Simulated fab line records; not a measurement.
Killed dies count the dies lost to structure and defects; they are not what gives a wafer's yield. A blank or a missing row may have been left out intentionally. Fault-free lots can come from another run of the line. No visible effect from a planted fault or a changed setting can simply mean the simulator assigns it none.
Split-lot study || flow berkeley_cmos170 || route with 331 steps; 5 lots, 23 wafers read

== THE SPLIT ITSELF ==
At UCB170_M1_SPUTTER_00 (material Al, target thk 600 nm, time 80 s), the setting time_s was moved away from the recipe's 80 s on 8 of the 23 wafers read, by -5.2% to -4.4%. All remaining wafers had this setting at the recipe value.

== FROM THE SPLIT TO THE READING: what the file shows between them, 1 step ==
- UCB170_M1_RS_MEAS_01: measures by four-point-probe

== THE READING ==
M1_AL_THK, in nm, at UCB170_M1_THK_MEAS_02 (measures by xrf). Fault-free wafers of this fab line usually give 591 nm, standard deviation 7.3 nm.

{"wafer": "L074.1", "tool, chamber at the split": "pvd_sputter-03, -", "time_s as run, s": 80, "against the recipe": "recipe", "M1_AL_THK, nm": 587, "against lot-mates on the recipe": "-"}
{"wafer": "L074.2", "tool, chamber at the split": "pvd_sputter-03, -", "time_s as run, s": 80, "against the recipe": "recipe", "M1_AL_THK, nm": 592, "against lot-mates on the recipe": "-"}
{"wafer": "L074.3", "tool, chamber at the split": "pvd_sputter-03, -", "time_s as run, s": 76.37, "against the recipe": "-4.5%", "M1_AL_THK, nm": 566, "against lot-mates on the recipe": -24}
{"wafer": "L074.4", "tool, chamber at the split": "pvd_sputter-03, -", "time_s as run, s": 76.37, "against the recipe": "-4.5%", "M1_AL_THK, nm": 563, "against lot-mates on the recipe": -26}
{"wafer": "L074.5", "tool, chamber at the split": "pvd_sputter-03, -", "time_s as run, s": 76.37, "against the recipe": "-4.5%", "M1_AL_THK, nm": 563, "against lot-mates on the recipe": -26}
{"wafer": "L075.1", "tool, chamber at the split": "pvd_sputter-04, -", "time_s as run, s": 76.49, "against the recipe": "-4.4%", "M1_AL_THK, nm": 567, "against lot-mates on the recipe": -26}
{"wafer": "L075.2", "tool, chamber at the split": "pvd_sputter-04, -", "time_s as run, s": 80, "against the recipe": "recipe", "M1_AL_THK, nm": 589, "against lot-mates on the recipe": "-"}
{"wafer": "L075.3", "tool, chamber at the split": "pvd_sputter-04, -", "time_s as run, s": 76.49, "against the recipe": "-4.4%", "M1_AL_THK, nm": 573, "against lot-mates on the recipe": -20}
{"wafer": "L075.5", "tool, chamber at the split": "pvd_sputter-04, -", "time_s as run, s": 80, "against the recipe": "recipe", "M1_AL_THK, nm": 598, "against lot-mates on the recipe": "-"}
{"wafer": "L075.6", "tool, chamber at the split": "pvd_sputter-04, -", "time_s as run, s": 80, "against the recipe": "recipe", "M1_AL_THK, nm": 593, "against lot-mates on the recipe": "-"}
{"wafer": "L080.1", "tool, chamber at the split": "pvd_sputter-03, -", "time_s as run, s": 80, "against the recipe": "recipe", "M1_AL_THK, nm": 595, "against lot-mates on the recipe": "-"}
{"wafer": "L080.3", "tool, chamber at the split": "pvd_sputter-03, -", "time_s as run, s": 80, "against the recipe": "recipe", "M1_AL_THK, nm": 585, "against lot-mates on the recipe": "-"}
{"wafer": "L080.4", "tool, chamber at the split": "pvd_sputter-03, -", "time_s as run, s": 80, "against the recipe": "recipe", "M1_AL_THK, nm": 585, "against lot-mates on the recipe": "-"}
{"wafer": "L081.1", "tool, chamber at the split": "pvd_sputter-01, -", "time_s as run, s": 80, "against the recipe": "recipe", "M1_AL_THK, nm": 590, "against lot-mates on the recipe": "-"}
{"wafer": "L081.2", "tool, chamber at the split": "pvd_sputter-01, -", "time_s as run, s": 80, "against the recipe": "recipe", "M1_AL_THK, nm": 585, "against lot-mates on the recipe": "-"}
{"wafer": "L081.4", "tool, chamber at the split": "pvd_sputter-01, -", "time_s as run, s": 75.86, "against the recipe": "-5.2%", "M1_AL_THK, nm": 559, "against lot-mates on the recipe": -28}
{"wafer": "L081.5", "tool, chamber at the split": "pvd_sputter-01, -", "time_s as run, s": 75.86, "against the recipe": "-5.2%", "M1_AL_THK, nm": 555, "against lot-mates on the recipe": -32}
{"wafer": "L081.6", "tool, chamber at the split": "pvd_sputter-01, -", "time_s as run, s": 75.86, "against the recipe": "-5.2%", "M1_AL_THK, nm": 554, "against lot-mates on the recipe": -34}
{"wafer": "L085.1", "tool, chamber at the split": "pvd_sputter-04, -", "time_s as run, s": 80, "against the recipe": "recipe", "M1_AL_THK, nm": 598, "against lot-mates on the recipe": "-"}
{"wafer": "L085.2", "tool, chamber at the split": "pvd_sputter-04, -", "time_s as run, s": 80, "against the recipe": "recipe", "M1_AL_THK, nm": 606, "against lot-mates on the recipe": "-"}
{"wafer": "L085.3", "tool, chamber at the split": "pvd_sputter-04, -", "time_s as run, s": 80, "against the recipe": "recipe", "M1_AL_THK, nm": 605, "against lot-mates on the recipe": "-"}
{"wafer": "L085.5", "tool, chamber at the split": "pvd_sputter-04, -", "time_s as run, s": 80, "against the recipe": "recipe", "M1_AL_THK, nm": 611, "against lot-mates on the recipe": "-"}
{"wafer": "L085.6", "tool, chamber at the split": "pvd_sputter-04, -", "time_s as run, s": 80, "against the recipe": "recipe", "M1_AL_THK, nm": 603, "against lot-mates on the recipe": "-"}

FIT RESULTS
A straight line over all 23 wafers: M1_AL_THK changes by +6.89 nm for each +1% of time_s; r = +0.91; the points scatter about the line by 7.3 nm.
The same after taking each lot's own level away (the mean of its wafers on the recipe; 23 wafers): +5.77 nm for each +1%; r = +0.97; scatter 3.6 nm.
According to that fit, moving time_s by its largest amount changes the reading by 30 nm.
The lots' own levels span 587.5 to 604.6 nm, that is 2.3 times the standard deviation above.
So the lot-to-lot level changes the slope: the two fits differ.
Check: -30.1 nm against its lot-mates is what the line predicts for one of the wafers moved furthest among these (-5.2%) when that wafer is left out of the fit. It came out at -28.5 nm against them.

== ADDITIONAL SPLITS CARRIED BY THESE WAFERS ==
Before the reading, these wafers also passed through other splits. Each is held against what the fit with the lots' levels taken away leaves over:
{"other split on the same wafers": "UCB170_SPACER_CVD_00 time_s", "wafers away from the commonest value": 6, "r with M1_AL_THK (lot level and that fit taken away)": "+0.03"}
{"other split on the same wafers": "UCB170_PSD_COAT_01 spin_rpm", "wafers away from the commonest value": 10, "r with M1_AL_THK (lot level and that fit taken away)": -0.21}
{"other split on the same wafers": "UCB170_SILICIDE_SPUTTER_01 time_s", "wafers away from the commonest value": 7, "r with M1_AL_THK (lot level and that fit taken away)": -0.22}

== THE WHOLE CHAIN: every reading that the file lists as answering this split, in the file's order ==
{"step": "UCB170_M1_SPUTTER_00", "what it does": "material Al, target thk 600 nm, time 80 s", "reading": "Al_of_M1_SPUTTER_00.thk_nm (the simulator's own value, which no gauge read)", "change (the file's fit)": "+5.54 nm for each +1% of the setting", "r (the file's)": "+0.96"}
{"step": "UCB170_M1_RS_MEAS_01", "what it does": "measures by four-point-probe", "reading": "M1_AL_RS", "change (the file's fit)": "-0.000486 for each +1% of the setting", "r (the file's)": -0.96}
{"step": "UCB170_M1_THK_MEAS_02", "what it does": "measures by xrf", "reading": "M1_AL_THK", "change (the file's fit)": "+5.73 for each +1% of the setting", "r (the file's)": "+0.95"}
{"step": "UCB170_M1_METAL_ETCH_12", "what it does": "etches Al in Cl2/BCl3, stops on PSG, target depth 780 nm, time 130 s", "reading": "M1.feature_depth_nm (the simulator's own value, which no gauge read)", "change (the file's fit)": "+5.19 nm for each +1% of the setting", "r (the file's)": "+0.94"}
{"step": "UCB170_V1_ETCH_14", "what it does": "etches SiO2 in CHF3/CF4/Ar, stops on Al, target depth 1250 nm, time 291 s", "reading": "Al_of_M1_SPUTTER_00.thk_nm (the simulator's own value, which no gauge read)", "change (the file's fit)": "+5.56 nm for each +1% of the setting", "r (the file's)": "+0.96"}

== FILE'S OWN FIT ==
M1_AL_THK changes by +5.73 nm for each +1% of time_s, r = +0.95.
